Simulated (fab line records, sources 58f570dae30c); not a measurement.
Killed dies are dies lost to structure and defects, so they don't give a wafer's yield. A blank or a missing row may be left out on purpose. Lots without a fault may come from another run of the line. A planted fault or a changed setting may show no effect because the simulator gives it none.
fab line records | flow berkeley_cmos170 | part 1 of 2: steps 1 to 28 of 39
record lots=5 wafers=15 last_day=12
route steps=331 shown NLDD@160 SPACER@171 PSD@175 NSD@187
lots that met no fault: from a run of the same line without faults
start_h: hours from the record's first day to the start of the lot's first wafer shown | wait_h: hours since the lot's step before | " the same as in the row above | L1.1+2: a row that stands for several wafers | - no value, or no start given | * or withheld: withheld | < > ~ a bound
route shown NAME@n: a module of which the file shows steps, and the number in the route of the first | usual: mean/standard deviation of fault-free wafers | same: alike in all rows | chamber/n: place in a boat | sites: the reading at each site | _std_site: their standard deviation | _edge_site: outer sites' mean less inner sites' | radius_mm: how far each site lies from the wafer's centre | mask NAME#n: copy n | behind: the tool/chamber that last shaped the wafer | hold: why the lot was held/for how many hours/how that ended | device: the transistor (n, p or np) that didn't switch | end of line: the same wafers' tests at the end of the route | a step without rows: its recipe alone | killed: dies lost to structure and defects at the first sort, not the wafer's yield | map: a wafer's dies, x killed, . not, _ none there
set.NAME: the setting as run; set.NAME@STEP: as run at that earlier step | model.NAME: the simulator's own value behind a step, which no gauge read
lots at some steps of the route; a table a step, a row a wafer
services: from which hour (start_h, from the record's first day; less than 0 if before it) a tool's chamber was out of use, for how many hours, and why
## steps
# step UCB170_NLDD_SOFTBAKE_02
# recipe resist=KrF temp_c=130 time_s=60
# usual plate_temp_C=130.01/0.13
# same time_s=60
# columns lot.wafer tool chamber start_h wait_h plate_temp_C
L078.1 litho_track-04 0 154.91 0.1 129.99
L078.3 " 0 " " 129.88
L078.6 " 0 " " 130.00
L087.2 litho_track-03 0 188.98 0.1 130.14
L087.3 " 0 " " 130.11
L087.5 " 0 " " 130.07
L089.1 litho_track-04 0 208.06 0.1 129.81
L089.2 " 0 " " 129.90
L089.4 " 0 " " 129.90
L092.2 litho_track-04 0 218.91 0.1 130.17
L092.5 " 0 " " 130.27
L092.6 " 0 " " 130.31
L095.1 litho_track-03 0 249.16 0.1 130.05
L095.2 " 0 " " 130.00
L095.6 " 0 " " 130.06
# step UCB170_NLDD_EXPOSE_03
# recipe mask_id=NSELECT na=0.5 sigma_outer=0.6 source_shape=conventional target_cd_nm=1200 dose_mj=30
# same na=0.5
# columns lot.wafer tool chamber start_h wait_h mask
L078.1+3+6 krf_scanner-02 0 155.09 0.2 NSELECT#0
L087.2+3+5 krf_scanner-02 0 189.33 0.3 NSELECT#0
L089.1+2+4 krf_scanner-01 0 208.34 0.2 NSELECT#0
L092.2+5+6 krf_scanner-01 0 219.05 0.1 NSELECT#0
L095.1+2+6 krf_scanner-01 0 249.31 0.1 NSELECT#0
# step UCB170_NLDD_PEB_04
# recipe peb_temp_c=130 peb_time_s=withheld resist=KrF
# usual plate_temp_C=130.01/0.14
# columns lot.wafer tool chamber start_h wait_h plate_temp_C
L078.1 litho_track-03 0 155.51 0.4 130.17
L078.3 " 0 " " 129.81
L078.6 " 0 " " 129.82
L087.2 litho_track-04 0 189.64 0.3 130.30
L087.3 " 0 " " 130.05
L087.5 " 0 " " 130.28
L089.1 litho_track-04 0 208.49 0.1 130.19
L089.2 " 0 " " 129.89
L089.4 " 0 " " 130.10
L092.2 litho_track-03 0 219.17 0.1 129.88
L092.5 " 0 " " 129.93
L092.6 " 0 " " 129.86
L095.1 litho_track-04 0 249.43 0.1 129.99
L095.2 " 0 " " 130.00
L095.6 " 0 " " 130.12
# step UCB170_NLDD_DEVELOP_05
# recipe developer=TMAH develop_time_s=45 resist=KrF dev_temp_c=21
# same develop_time_s=45
# columns lot.wafer tool chamber start_h wait_h
L078.1+3+6 litho_track-03 0 - -
L087.2+3+5 litho_track-04 0 - -
L089.1+2+4 litho_track-04 0 - -
L092.2+5+6 litho_track-03 0 - -
L095.1+2+6 litho_track-04 0 - -
# step UCB170_NLDD_CD_MEAS_06
# recipe target_cd_nm=1200
# usual cd_nm=1200.3/1.4
# columns lot.wafer tool chamber start_h wait_h cd_nm
L078.1 cd_sem-02 - 155.78 - 1197.0
L078.3 " - " " 1199.7
L078.6 " - " " 1197.4
L087.2 cd_sem-01 - 189.91 - 1200.1
L087.3 " - " " 1198.6
L087.5 " - " " 1200.3
L089.1 cd_sem-01 - 208.76 - 1199.7
L089.2 " - " " 1200.0
L089.4 " - " " 1200.0
L092.2 cd_sem-01 - 219.44 - 1200.5
L092.5 " - " " 1200.9
L092.6 " - " " 1200.7
L095.1 cd_sem-02 - 249.70 - 1202.4
L095.2 " - " " 1200.9
L095.6 " - " " 1202.6
# step UCB170_NLDD_OVL_MEAS_07
# usual NLDD_OVL=-1/6
# columns lot.wafer tool chamber start_h wait_h NLDD_OVL[nm]
L078.1 overlay-02 - 155.90 0.1 -12
L078.3 " - " " -10
L078.6 " - " " -5
L087.2 overlay-01 - 190.02 0.1 -1
L087.3 " - " " -6
L087.5 " - " " -3
L089.1 overlay-01 - 208.88 0.1 -7
L089.2 " - " " 2
L089.4 " - " " 4
L092.2 overlay-01 - 219.55 0.1 12
L092.5 " - " " 1
L092.6 " - " " 5
L095.1 overlay-02 - 249.82 0.1 6
L095.2 " - " " -1
L095.6 " - " " 0
# step UCB170_NLDD_IMPLANT_08
# recipe species=As dose_cm2=5e+13 energy_kev=30 tilt_deg=7 rotation_deg=0
# usual end_station_pressure_torr=5.12e-06/2.5e-07 rotation_deg=0.005/0.019
# columns lot.wafer tool chamber start_h wait_h end_station_pressure_torr rotation_deg
L078.1 implanter-04 0 155.94 0.0 5.15e-06 -0.002
L078.3 " 0 " " 5.11e-06 -0.019
L078.6 " 0 " " 4.95e-06 0.015
L087.2 implanter-03 0 190.07 0.0 5.23e-06 0.023
L087.3 " 0 " " 4.93e-06 0.048
L087.5 " 0 " " 4.95e-06 0.014
L089.1 implanter-03 0 208.92 0.0 4.77e-06 0.000
L089.2 " 0 " " 5.07e-06 -0.002
L089.4 " 0 " " 4.94e-06 -0.002
L092.2 implanter-04 0 219.60 0.0 5.24e-06 -0.028
L092.5 " 0 " " 5.1e-06 -0.014
L092.6 " 0 " " 4.73e-06 -0.009
L095.1 implanter-04 0 249.86 0.0 5.03e-06 0.007
L095.2 " 0 " " 5.46e-06 0.036
L095.6 " 0 " " 4.99e-06 0.016
# step UCB170_NLDD_IMPLANT_09
# recipe species=As dose_cm2=5e+13 energy_kev=29.42 tilt_deg=7 rotation_deg=180
# usual end_station_pressure_torr=5.13e-06/2.6e-07 rotation_deg=180.00/0.034
# columns lot.wafer tool chamber start_h wait_h end_station_pressure_torr rotation_deg
L078.1 implanter-04 0 156.09 0.1 5.13e-06 180.01
L078.3 " 0 " " 5.61e-06 180.04
L078.6 " 0 " " 5.28e-06 179.95
L087.2 implanter-03 0 190.22 0.1 5.35e-06 179.96
L087.3 " 0 " " 5.16e-06 179.96
L087.5 " 0 " " 5.32e-06 180.02
L089.1 implanter-03 0 209.07 0.1 4.79e-06 180.00
L089.2 " 0 " " 4.8e-06 180.00
L089.4 " 0 " " 5.2e-06 179.97
L092.2 implanter-04 0 219.75 0.1 5.25e-06 180.02
L092.5 " 0 " " 5.21e-06 179.99
L092.6 " 0 " " 5.17e-06 180.00
L095.1 implanter-04 0 250.01 0.1 5.29e-06 179.98
L095.2 " 0 " " 4.67e-06 180.01
L095.6 " 0 " " 5.47e-06 179.94
# step UCB170_NLDD_STRIP_10
# recipe chemistry=O2 power_w=400 pressure_mtorr=3500 platen_temp_c=withheld o2_flow_sccm=400 overash_fraction=0.5
# usual drypump_motor_current_A=5.8/0.42 oes_product_au=0.735/0.0047 strip_time_to_endpoint_s=21.65/0.077
# columns lot.wafer tool chamber start_h wait_h drypump_motor_current_A oes_product_au rf_hours_counter_h strip_time_to_endpoint_s
L078.1 plasma_asher-03 0 156.24 0.1 5.4 0.724 47 21.73
L078.3 " 0 " " 5.4 0.740 - 21.74
L078.6 " 1 " " 5.4 0.729 - 21.76
L087.2 plasma_asher-03 1 190.35 0.1 5.4 0.730 51 21.58
L087.3 " 0 " " 5.5 0.738 - 21.54
L087.5 " 0 " " 5.4 0.730 - 21.62
L089.1 plasma_asher-01 0 209.22 0.1 6.5 0.739 52 21.57
L089.2 " 1 " " 5.5 0.734 52 21.64
L089.4 " 1 " " 5.5 0.742 - 21.56
L092.2 plasma_asher-02 0 219.88 0.1 5.7 0.741 44 21.65
L092.5 " 0 " " 5.7 0.733 - 21.67
L092.6 " 1 " " 6.1 0.736 - 21.75
L095.1 plasma_asher-01 1 250.16 0.1 5.5 0.732 56 21.77
L095.2 " 0 " " 6.5 0.733 56 21.71
L095.6 " 1 " " 5.5 0.740 - 21.73
# step UCB170_NLDD_TW_MEAS_11
# usual NLDD_TW=2206/10
# columns lot.wafer tool chamber start_h wait_h NLDD_TW
L078.1 film_metro-01 - 156.34 0.1 2204
L078.3 " - " " 2211
L078.6 " - " " 2220
L087.2 film_metro-04 - 190.46 0.1 2199
L087.3 " - " " 2217
L087.5 " - " " 2205
L089.1 film_metro-01 - 209.32 0.1 2207
L089.2 " - " " 2214
L089.4 " - " " 2217
L092.2 film_metro-01 - 219.99 0.1 2227
L092.5 " - " " 2237
L092.6 " - " " 2214
L095.1 film_metro-02 - 250.26 0.1 2199
L095.2 " - " " 2212
L095.6 " - " " 2216
# step UCB170_NLDD_CLEAN_12
# recipe chemistry=SPM temp_c=120 time_s=600
# same time_s=600
# columns lot.wafer tool chamber start_h wait_h
L078.1+3+6 wet_bench-02 2 158.33 2.0
L087.2+3+5 wet_bench-02 1 190.70 0.2
L089.1+2+4 wet_bench-02 2 209.53 0.2
L092.2+5+6 wet_bench-01 3 220.04 0.0
L095.1+2+6 wet_bench-02 1 250.32 0.1
# step UCB170_SPACER_CVD_00
# recipe material=SiO2 target_thk_nm=376 temp_c=390 precursor=TEOS/O2 time_s=47 rf_w=550 pressure_mtorr=9000
# usual heater_power_w=280/57
# same time_s=47
# columns lot.wafer tool chamber start_h wait_h heater_power_w
L078.1 pecvd-04 0 158.51 0.0 205
L078.3 " 1 " " 261
L078.6 " 0 " " 224
L087.2 pecvd-03 0 190.88 0.0 302
L087.3 " 1 " " 354
L087.5 " 1 " " 258
L089.1 pecvd-03 0 209.71 0.0 385
L089.2 " 1 " " 354
L089.4 " 2 " " 319
L092.2 pecvd-04 1 220.27 0.0 306
L092.5 " 0 " " 237
L092.6 " 1 " " 318
L095.1 pecvd-01 2 250.51 0.0 252
L095.2 " 1 " " 251
L095.6 " 1 " " 267
# step UCB170_SPACER_THK_MEAS_01
# recipe reads=SiO2_of_SPACER_CVD_00
# usual SPACER_TEOS_THK=376/4.8
# columns lot.wafer tool chamber start_h wait_h SPACER_TEOS_THK[nm]
L078.1 film_metro-04 - 158.55 0.0 367
L078.3 " - " " 379
L078.6 " - " " 377
L087.2 film_metro-04 - 190.93 0.0 371
L087.3 " - " " 369
L087.5 " - " " 374
L089.1 film_metro-03 - 209.75 0.0 377
L089.2 " - " " 376
L089.4 " - " " 380
L092.2 film_metro-03 - 220.32 0.0 375
L092.5 " - " " 374
L092.6 " - " " 378
L095.1 film_metro-03 - 250.55 0.0 373
L095.2 " - " " 375
L095.6 " - " " 376
# step UCB170_SPACER_ANNEAL_02
# recipe temp_c=900 time_s=1800 ambient=N2
# same time_s=1800
# columns lot.wafer tool chamber start_h wait_h
L078.1+3+6 furnace-03 0 159.99 1.4
L087.2+3+5 furnace-02 0 195.63 4.7
L089.1+2+4 furnace-02 0 214.28 4.5
L092.2+5+6 furnace-04 0 226.82 6.5
L095.1+2+6 furnace-04 0 256.06 5.5
# step UCB170_SPACER_ETCHBACK_03
# recipe stop_on=Si target=SiO2 chemistry=CHF3/CF4/Ar CHF3_flow_sccm=50 cf4_flow_sccm=10 Ar_flow_sccm=120 pressure_mtorr=200 rf_w=500 target_depth_a=3760 time_s=100
# usual drypump_motor_current_A=5.8/0.51 oes_product_au=0.900/0.014 throttle_valve_pct=6.50/0.12
# same time_s=100
# columns lot.wafer tool chamber start_h wait_h drypump_motor_current_A oes_product_au rf_hours_counter_h throttle_valve_pct
L078.1 rie_diel-01 0 161.49 0.0 6.5 0.890 114 6.60
L078.3 " 1 " " 5.4 0.900 114 6.47
L078.6 " 0 " " 6.5 0.901 - 6.58
L087.2 rie_diel-01 1 197.13 0.0 5.4 0.884 115 6.45
L087.3 " 0 " " 6.5 0.882 115 6.59
L087.5 " 0 " " 6.5 0.895 - 6.60
L089.1 rie_diel-01 3 215.78 0.0 5.5 0.881 68 6.46
L089.2 " 1 " " 5.4 0.891 116 6.46
L089.4 " 2 " " 6.1 0.894 88 6.34
L092.2 rie_diel-02 3 228.32 0.0 6.0 0.921 0 6.69
L092.5 " 3 " " 6.0 0.910 - 6.67
L092.6 " 2 " " 4.9 0.902 - 6.42
L095.1 rie_diel-03 2 257.56 0.0 6.0 0.892 21 6.34
L095.2 " 0 " " 5.6 0.911 50 6.46
L095.6 " 2 " " 6.0 0.900 - 6.34
# step UCB170_PSD_HMDS_00
# recipe prime_time_s=60 prime_temp_c=100
# columns lot.wafer tool chamber start_h wait_h
L078.1+3+6 litho_track-04 0 161.74 0.2
L087.2+3+5 litho_track-02 0 197.46 0.3
L089.1+2+4 litho_track-04 0 215.94 0.1
L092.2+5+6 litho_track-02 0 228.42 0.1
L095.1+2+6 litho_track-02 0 257.72 0.1
# step UCB170_PSD_COAT_01
# recipe resist=KrF spin_rpm=1500 resist_thk_nm=900
# usual spin_speed_rpm=1500.0/0.98
# columns lot.wafer tool chamber start_h wait_h spin_speed_rpm
L078.1 litho_track-04 0 161.89 0.1 1500.5
L078.3 " 0 " " 1500.5
L078.6 " 0 " " 1501.2
L087.2 litho_track-02 0 197.61 0.1 1498.4
L087.3 " 0 " " 1499.4
L087.5 " 0 " " 1499.1
L089.1 litho_track-04 0 216.09 0.1 1499.6
L089.2 " 0 " " 1501.5
L089.4 " 0 " " 1500.4
L092.2 litho_track-02 0 228.57 0.1 1499.2
L092.5 " 0 " " 1498.5
L092.6 " 0 " " 1500.3
L095.1 litho_track-02 0 257.87 0.1 1499.4
L095.2 " 0 " " 1499.6
L095.6 " 0 " " 1500.3
# step UCB170_PSD_SOFTBAKE_02
# recipe resist=KrF temp_c=130 time_s=60
# usual plate_temp_C=130.04/0.14
# same time_s=60
# columns lot.wafer tool chamber start_h wait_h plate_temp_C
L078.1 litho_track-04 0 162.04 0.1 130.05
L078.3 " 0 " " 129.81
L078.6 " 0 " " 130.12
L087.2 litho_track-02 0 197.76 0.1 130.07
L087.3 " 0 " " 130.05
L087.5 " 0 " " 130.07
L089.1 litho_track-04 0 216.24 0.1 130.09
L089.2 " 0 " " 129.87
L089.4 " 0 " " 130.04
L092.2 litho_track-02 0 228.72 0.1 130.00
L092.5 " 0 " " 130.06
L092.6 " 0 " " 129.99
L095.1 litho_track-02 0 258.02 0.1 129.96
L095.2 " 0 " " 129.87
L095.6 " 0 " " 129.90
# step UCB170_PSD_EXPOSE_03
# recipe mask_id=PSELECT_MOD na=0.5 sigma_outer=0.6 source_shape=conventional target_cd_nm=1200 dose_mj=30
# same na=0.5
# columns lot.wafer tool chamber start_h wait_h mask
L078.1+3+6 krf_scanner-02 0 162.58 0.5 PSELECT_MOD#0
L087.2+3+5 krf_scanner-02 0 198.15 0.4 PSELECT_MOD#0
L089.1+2+4 krf_scanner-01 0 216.52 0.2 PSELECT_MOD#0
L092.2+5+6 krf_scanner-02 0 228.87 0.1 PSELECT_MOD#0
L095.1+2+6 krf_scanner-02 0 258.17 0.1 PSELECT_MOD#0
# step UCB170_PSD_PEB_04
# recipe peb_temp_c=130 peb_time_s=withheld resist=KrF
# usual plate_temp_C=129.97/0.15
# columns lot.wafer tool chamber start_h wait_h plate_temp_C
L078.1 litho_track-04 0 162.69 0.1 130.36
L078.3 " 0 " " 130.13
L078.6 " 0 " " 130.24
L087.2 litho_track-04 0 198.27 0.1 130.09
L087.3 " 0 " " 129.84
L087.5 " 0 " " 129.85
L089.1 litho_track-04 0 216.84 0.3 129.70
L089.2 " 0 " " 130.00
L089.4 " 0 " " 129.87
L092.2 litho_track-04 0 229.54 0.7 130.11
L092.5 " 0 " " 129.96
L092.6 " 0 " " 130.06
L095.1 litho_track-03 0 258.29 0.1 130.03
L095.2 " 0 " " 130.13
L095.6 " 0 " " 130.23
# step UCB170_PSD_DEVELOP_05
# recipe developer=TMAH develop_time_s=45 resist=KrF dev_temp_c=21
# same develop_time_s=45
# columns lot.wafer tool chamber start_h wait_h
L078.1+3+6 litho_track-04 0 - -
L087.2+3+5 litho_track-04 0 - -
L089.1+2+4 litho_track-04 0 - -
L092.2+5+6 litho_track-04 0 - -
L095.1+2+6 litho_track-03 0 - -
# step UCB170_PSD_CD_MEAS_06
# recipe target_cd_nm=1200
# usual cd_nm=1199.3/1.2
# columns lot.wafer tool chamber start_h wait_h cd_nm
L078.1 cd_sem-01 - 162.97 - 1197.3
L078.3 " - " " 1198.7
L078.6 " - " " 1198.0
L087.2 cd_sem-02 - 198.54 - 1198.5
L087.3 " - " " 1199.4
L087.5 " - " " 1199.5
L089.1 cd_sem-02 - 217.12 - 1200.1
L089.2 " - " " 1200.2
L089.4 " - " " 1199.9
L092.2 cd_sem-01 - 229.81 - 1200.1
L092.5 " - " " 1199.9
L092.6 " - " " 1200.2
L095.1 cd_sem-01 - 258.56 - 1199.3
L095.2 " - " " 1199.0
L095.6 " - " " 1199.5
# step UCB170_PSD_OVL_MEAS_07
# usual PSD_OVL=1/4.7
# columns lot.wafer tool chamber start_h wait_h PSD_OVL[nm]
L078.1 overlay-02 - 163.09 0.1 4
L078.3 " - " " 9
L078.6 " - " " 4
L087.2 overlay-01 - 198.65 0.1 0
L087.3 " - " " 3
L087.5 " - " " 9
L089.1 overlay-01 - 217.24 0.1 5
L089.2 " - " " 4
L089.4 " - " " 8
L092.2 overlay-02 - 229.91 0.1 0
L092.5 " - " " -9
L092.6 " - " " 5
L095.1 overlay-01 - 258.68 0.1 3
L095.2 " - " " -5
L095.6 " - " " 0
# step UCB170_PSD_IMPLANT_08
# recipe species=B dose_cm2=3e+15 energy_kev=20 tilt_deg=7
# usual end_station_pressure_torr=1.25e-05/6e-07
# columns lot.wafer tool chamber start_h wait_h end_station_pressure_torr
L078.1 implanter-04 0 163.12 0.0 1.3e-05
L078.3 " 0 " " 1.25e-05
L078.6 " 0 " " 1.33e-05
L087.2 implanter-02 0 198.70 0.0 1.17e-05
L087.3 " 0 " " 1.25e-05
L087.5 " 0 " " 1.16e-05
L089.1 implanter-04 0 217.27 0.0 1.35e-05
L089.2 " 0 " " 1.24e-05
L089.4 " 0 " " 1.12e-05
L092.2 implanter-04 0 229.97 0.0 1.16e-05
L092.5 " 0 " " 1.31e-05
L092.6 " 0 " " 1.26e-05
L095.1 implanter-02 0 258.72 0.0 1.27e-05
L095.2 " 0 " " 1.21e-05
L095.6 " 0 " " 1.24e-05
# step UCB170_PSD_STRIP_09
# recipe chemistry=O2 power_w=400 pressure_mtorr=3500 platen_temp_c=withheld o2_flow_sccm=400 overash_fraction=0.5
# usual drypump_motor_current_A=5.8/0.43 oes_product_au=0.600/0.0046 strip_time_to_endpoint_s=29.38/0.063
# columns lot.wafer tool chamber start_h wait_h drypump_motor_current_A oes_product_au rf_hours_counter_h strip_time_to_endpoint_s
L078.1 plasma_asher-03 1 163.27 0.1 5.4 0.592 48 29.40
L078.3 " 0 " " 5.4 0.611 - 29.44
L078.6 " 1 " " 5.4 0.596 - 29.41
L087.2 plasma_asher-04 1 198.83 0.1 6.2 0.604 7 29.33
L087.3 " 0 " " 5.8 0.604 - 29.36
L087.5 " 1 " " 6.2 0.598 - 29.34
L089.1 plasma_asher-03 1 217.42 0.1 5.4 0.601 54 29.38
L089.2 " 0 " " 5.5 0.597 54 29.35
L089.4 " 0 " " 5.5 0.599 - 29.34
L092.2 plasma_asher-01 0 230.09 0.1 6.5 0.604 54 29.26
L092.5 " 1 " " 5.5 0.601 - 29.29
L092.6 " 0 " " 6.5 0.594 - 29.28
L095.1 plasma_asher-04 1 258.87 0.1 6.2 0.604 13 29.38
L095.2 " 0 " " 5.8 0.605 13 29.47
L095.6 " 0 " " 5.8 0.597 - 29.44
# step UCB170_PSD_TW_MEAS_10
# usual PSD_TW=2326/11
# columns lot.wafer tool chamber start_h wait_h PSD_TW
L078.1 film_metro-01 - 163.37 0.1 2333
L078.3 " - " " 2323
L078.6 " - " " 2331
L087.2 film_metro-04 - 198.94 0.1 2322
L087.3 " - " " 2315
L087.5 " - " " 2311
L089.1 film_metro-01 - 217.52 0.1 2344
L089.2 " - " " 2339
L089.4 " - " " 2347
L092.2 film_metro-04 - 230.20 0.1 2335
L092.5 " - " " 2349
L092.6 " - " " 2353
L095.1 film_metro-02 - 258.97 0.1 2328
L095.2 " - " " 2312
L095.6 " - " " 2325
# step UCB170_PSD_CLEAN_11
# recipe chemistry=SPM temp_c=120 time_s=600
# same time_s=600
# columns lot.wafer tool chamber start_h wait_h
L078.1+3+6 wet_bench-03 0 164.38 1.0
L087.2+3+5 wet_bench-03 3 198.99 0.0
L089.1+2+4 wet_bench-01 2 217.76 0.2
L092.2+5+6 wet_bench-03 2 232.38 2.2
L095.1+2+6 wet_bench-01 0 262.35 3.4
# step UCB170_NSD_HMDS_00
# recipe prime_time_s=60 prime_temp_c=100
# columns lot.wafer tool chamber start_h wait_h
L078.1+3+6 litho_track-01 0 165.12 0.6
L087.2+3+5 litho_track-02 0 199.22 0.0
L089.1+2+4 litho_track-01 0 217.96 0.0
L092.2+5+6 litho_track-04 0 232.71 0.2
L095.1+2+6 litho_track-01 0 262.52 0.0
